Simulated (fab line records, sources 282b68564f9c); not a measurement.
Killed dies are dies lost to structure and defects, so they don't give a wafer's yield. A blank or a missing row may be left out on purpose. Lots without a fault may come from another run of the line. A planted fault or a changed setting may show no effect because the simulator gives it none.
A struck lot beside a sound one | flow rit_cmos | 27 steps out of a route of 202
Sound: wafers L587.2, L587.3, L587.5. Struck: wafers L597.1, L597.3, L597.6. The cause comes at the end.
At each step with rows: each side's tool, then ch and its chambers, then its first start. Under that, the readings that differ: sound wafers | struck wafers | difference of the means | sigmas: that difference in standard deviations of wafers without a fault.
alike: readings whose means differ by less than 2 such deviations, and words and numbers that are the same on both sides. not compared: withheld readings, readings that some wafer has no value for, bounds like >300 that may hide the same value, and numbers for which the record gives no deviation and whose values overlap.
The two part at a step that has a row with sigmas, a row that says differs or no value, or rows on one side only. Numbers that don't overlap but have no deviation are shown without sigmas and don't part them. A reading that every wafer of one side lacks parts them only if that side has two wafers or more.

RIT_ACTIVE_BOW_MEAS_00:
  sound on film_metro-03, day 3 12:01; struck on film_metro-03, day 5 14:00
  alike: INCOMING_BOW
then, 1 step without rows for these wafers: RIT_ACTIVE_OXIDATION_01 (target thk 46.8 nm, ox time 3290 s).
RIT_ACTIVE_THK_MEAS_02:
  sound on film_metro-02, day 3 14:25; struck on film_metro-02, day 5 16:16
  alike: ACTIVE_OXIDE_THK
RIT_ACTIVE_CVD_03: deposits Si3N4 from SiH2Cl2/NH3, target thk 150 nm, time 1500 s.
  sound on lpcvd-01 ch 1, day 3 14:28; struck on lpcvd-01 ch 1, day 5 16:19
  reading                                  | sound             | struck            | difference | sigmas
  model.Si3N4_of_ACTIVE_CVD_03.thk_nm (nm) | 151.2 151.2 151.2 | 122.3 121.8 121.7 | -29.3      |
  alike: pressure_mtorr
RIT_ACTIVE_THK_MEAS_04:
  sound on film_metro-03, day 3 15:53; struck on film_metro-03, day 5 17:44
  reading                 | sound             | struck            | difference | sigmas
  ACTIVE_NITRIDE_THK (nm) | 151.3 151.1 151.3 | 122.4 121.8 121.7 | -29.3      | -21
then, 6 steps without rows for these wafers: RIT_ACTIVE_HMDS_05 (prime time 60 s); RIT_ACTIVE_COAT_06 (resist thk 1000 nm); RIT_ACTIVE_SOFTBAKE_07 (time 60 s); RIT_ACTIVE_EXPOSE_08 (exposes mask M1, target cd 1400 nm); RIT_ACTIVE_PEB_09; RIT_ACTIVE_DEVELOP_10 (develop time 50 s).
RIT_ACTIVE_CD_MEAS_11: target cd 1400 nm.
  sound on cd_sem-02, day 3 16:56; struck on cd_sem-01, day 5 18:47
  alike: cd_nm
then, 1 step without rows for these wafers: RIT_ACTIVE_HARDBAKE_12 (time 60 s).
RIT_ACTIVE_ETCH_13: etches Si3N4 in SF6, stops on SiO2, time 210 s, target depth 210 nm.
  sound on rie_diel-03 ch 0,2,3, day 3 17:11; struck on rie_diel-01 ch 0,2, day 5 19:07
  reading                            | sound             | struck            | difference | sigmas
  oes_product_au (a.u.)              | 0.826 0.832 0.829 | 0.753 0.742 0.736 | -0.085     | -11
  model.etch.depth_nm (nm)           | 151.2 151.2 151.2 | 122.3 121.8 121.7 | -29.3      |
  model.ACTIVE.feature_depth_nm (nm) | 151.2 151.2 151.2 | 122.3 123.1 123   | -28.4      |
  alike: drypump_motor_current_A, throttle_valve_pct
  not compared: rf_hours_counter_h
RIT_ACTIVE_STRIP_14: strips in O2, time 180 s.
  sound on plasma_asher-03 ch 0,1, day 3 17:19; struck on plasma_asher-03 ch 1, day 5 19:15
  alike: drypump_motor_current_A
  not compared: rf_hours_counter_h
RIT_ACTIVE_CD_MEAS_90: target cd 1400 nm.
  sound on cd_sem-01, day 3 17:31; struck on cd_sem-02, day 5 19:26
  alike: cd_nm
then, 4 steps without rows for these wafers: RIT_ACTIVE_CLEAN_15 (cleans in SC1, time 600 s); RIT_ACTIVE_CLEAN_16 (cleans in dHF, time 30 s); RIT_ACTIVE_CLEAN_17 (cleans in SC2, time 600 s); RIT_FOX1_OXIDATION_00 (target thk 350.7 nm, ox time 1130 s).
RIT_FOX1_THK_MEAS_01:
  sound on film_metro-01, day 3 22:34; struck on film_metro-03, day 5 21:14
  alike: FOX1_OXIDE_THK
then, 2 steps without rows for these wafers: RIT_FOX1_WET_ETCH_02 (etches SiO2 in BOE, target depth 350 nm, time 401.2 s); RIT_FOX2_OXIDATION_00 (target thk 350.7 nm, ox time 1130 s).
RIT_FOX2_THK_MEAS_01:
  sound on film_metro-04, day 4 01:01; struck on film_metro-01, day 5 22:44
  alike: FOX2_OXIDE_THK
RIT_FOX2_CLEAN_02: cleans in dHF, time 180 s.
  sound on wet_bench-02 ch 0, day 4 01:04; struck on wet_bench-04 ch 3, day 5 22:47
  reading                                  | sound             | struck          | difference | sigmas
  model.Si3N4_of_ACTIVE_CVD_03.thk_nm (nm) | 131.9 131.9 131.9 | 103 102.6 102.4 | -29        |
then, 1 step without rows for these wafers: RIT_FOX2_WET_ETCH_03 (etches Si3N4 in H3PO4, target depth 195 nm, time 2700 s).
RIT_M1_PROBE_99:
  sound on prober-01, day 5 16:54; struck on prober-01, day 7 18:10
  reading                             | sound          | struck         | difference | sigmas
  model.etest.nldd.width_nm (nm)      | 3192 3214 3211 | 3158 3164 3140 | -52        |
  model.etest.pldd.width_nm (nm)      | 3192 3206 3186 | 3151 3154 3136 | -48        |
  model.etest.nplus_sal.width_nm (nm) | 3470 3464 3462 | 3451 3445 3425 | -25        |
  alike: killed_at_front_end, killed_dies, killed_open, killed_short
  not compared: model.etest.pplus_sal.width_nm

WHERE THEY PART
First at RIT_ACTIVE_THK_MEAS_04; last, within this record, at RIT_ACTIVE_ETCH_13. Later steps at which nothing parts them and some readings are alike: RIT_ACTIVE_STRIP_14, RIT_ACTIVE_CD_MEAS_90, RIT_FOX1_THK_MEAS_01, RIT_FOX2_THK_MEAS_01, RIT_M1_PROBE_99.

WHY: what the simulator had put in
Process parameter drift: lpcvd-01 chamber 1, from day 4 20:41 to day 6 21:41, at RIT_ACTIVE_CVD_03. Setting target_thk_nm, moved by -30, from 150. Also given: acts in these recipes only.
